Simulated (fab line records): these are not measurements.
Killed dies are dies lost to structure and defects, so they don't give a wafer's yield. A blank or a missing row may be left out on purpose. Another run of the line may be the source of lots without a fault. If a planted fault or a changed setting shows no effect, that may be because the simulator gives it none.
Which tool was responsible? / flow berkeley_cmos170 / 12 lots, 36 wafers sampled, at 2 steps of a route of 331

== WHAT EACH GAUGE READ, for each wafer ==
UCB170_SDANNEAL_RS_MEAS_03: a four-point-probe measurement.
lot=L747; measured=day 6 01:11; on=film_metro-02; NSD_RS (ohm/sq)=37.12 37.06 37.12
lot=L749; measured=day 6 14:37; on=film_metro-01; NSD_RS (ohm/sq)=37.23 37.51 37.21
lot=L748; measured=day 6 15:10; on=film_metro-01; NSD_RS (ohm/sq)=37.13 37.10 37.13
lot=L750; measured=day 7 05:14; on=film_metro-02; NSD_RS (ohm/sq)=37.23 37.14 37.06
lot=L752; measured=day 7 05:25; on=film_metro-03; NSD_RS (ohm/sq)=37.33 37.29 37.42
lot=L753; measured=day 7 05:40; on=film_metro-01; NSD_RS (ohm/sq)=37.18 37.15 37.16
lot=L751; measured=day 7 05:55; on=film_metro-02; NSD_RS (ohm/sq)=37.22 37.25 37.19
lot=L761; measured=day 9 17:05; on=film_metro-01; NSD_RS (ohm/sq)=37.24 37.16 37.29
lot=L763; measured=day 10 05:10; on=film_metro-03; NSD_RS (ohm/sq)=37.17 37.25 37.34
lot=L764; measured=day 10 05:11; on=film_metro-01; NSD_RS (ohm/sq)=37.07 37.29 37.20
lot=L767; measured=day 10 22:26; on=film_metro-01; NSD_RS (ohm/sq)=37.21 37.25 37.20
lot=L769; measured=day 11 08:16; on=film_metro-03; NSD_RS (ohm/sq)=37.19 37.25 37.16

== TOOL THAT RAN EACH LOT (tool first, then ch and the chambers of the sampled wafers, then the start) ==
lot=L747; UCB170_SDANNEAL_RTA_00=rtp_anneal-02 ch 0, day 6 00:57
lot=L749; UCB170_SDANNEAL_RTA_00=rtp_anneal-01 ch 0, day 6 14:23
lot=L748; UCB170_SDANNEAL_RTA_00=rtp_anneal-02 ch 0, day 6 14:54
lot=L750; UCB170_SDANNEAL_RTA_00=rtp_anneal-01 ch 0, day 7 04:58
lot=L752; UCB170_SDANNEAL_RTA_00=rtp_anneal-02 ch 0, day 7 05:11
lot=L753; UCB170_SDANNEAL_RTA_00=rtp_anneal-01 ch 0, day 7 05:25
lot=L751; UCB170_SDANNEAL_RTA_00=rtp_anneal-02 ch 0, day 7 05:40
lot=L761; UCB170_SDANNEAL_RTA_00=rtp_anneal-01 ch 0, day 9 16:51
lot=L763; UCB170_SDANNEAL_RTA_00=rtp_anneal-02 ch 0, day 10 04:55
lot=L764; UCB170_SDANNEAL_RTA_00=rtp_anneal-01 ch 0, day 10 04:56
lot=L767; UCB170_SDANNEAL_RTA_00=rtp_anneal-02 ch 0, day 10 22:10
lot=L769; UCB170_SDANNEAL_RTA_00=rtp_anneal-02 ch 0, day 11 08:01
- UCB170_SDANNEAL_RTA_00: time 10 s.

== AS READ BY THE TOOLS THEMSELVES (means over the sampled wafers that have a number; for cases with no such wafer, the mark the record gives instead) ==
UCB170_SDANNEAL_RTA_00.
lot=L747; tool=rtp_anneal-02; lamp_power_pct (%)=27; wafer_temp_C_max=903.3
lot=L749; tool=rtp_anneal-01; lamp_power_pct (%)=21; wafer_temp_C_max=904.7
lot=L748; tool=rtp_anneal-02; lamp_power_pct (%)=27; wafer_temp_C_max=904.2
lot=L750; tool=rtp_anneal-01; lamp_power_pct (%)=21; wafer_temp_C_max=905.0
lot=L752; tool=rtp_anneal-02; lamp_power_pct (%)=27; wafer_temp_C_max=904.7
lot=L753; tool=rtp_anneal-01; lamp_power_pct (%)=21; wafer_temp_C_max=905.1
lot=L751; tool=rtp_anneal-02; lamp_power_pct (%)=27; wafer_temp_C_max=904.0
lot=L761; tool=rtp_anneal-01; lamp_power_pct (%)=21; wafer_temp_C_max=904.9
lot=L763; tool=rtp_anneal-02; lamp_power_pct (%)=27; wafer_temp_C_max=903.7
lot=L764; tool=rtp_anneal-01; lamp_power_pct (%)=21; wafer_temp_C_max=904.5
lot=L767; tool=rtp_anneal-02; lamp_power_pct (%)=27; wafer_temp_C_max=904.3
lot=L769; tool=rtp_anneal-02; lamp_power_pct (%)=27; wafer_temp_C_max=905.2

== THE ANSWER, worked out from the rows above alone ==
Rule: the usual values come from the lots themselves. The widest of any qualifying gaps counts: lots, ordered by their means at a reading, are off when they make up no more than a third of the lots, leave a main group of 4 or more, and stand apart from it by 3 or more times the standard deviation of that group's means. A main group whose means are all the same, to the digits that the tables above print for the reading, isn't used. A lot without any number at a reading at which 4 lots or more have one is off too. All remaining lots with rows at the step are treated as sound. After the gauges, taken in route order, come the tools' own readings; for these a lot's mean is taken, as printed above. The first step at which some lot is off is used, and at that step the reading that is off furthest; a lot without a number counts as furthest.
No lot is off at any reading shown: from this, nothing can be told.

== WHAT WAS PUT IN BY THE SIMULATOR ==
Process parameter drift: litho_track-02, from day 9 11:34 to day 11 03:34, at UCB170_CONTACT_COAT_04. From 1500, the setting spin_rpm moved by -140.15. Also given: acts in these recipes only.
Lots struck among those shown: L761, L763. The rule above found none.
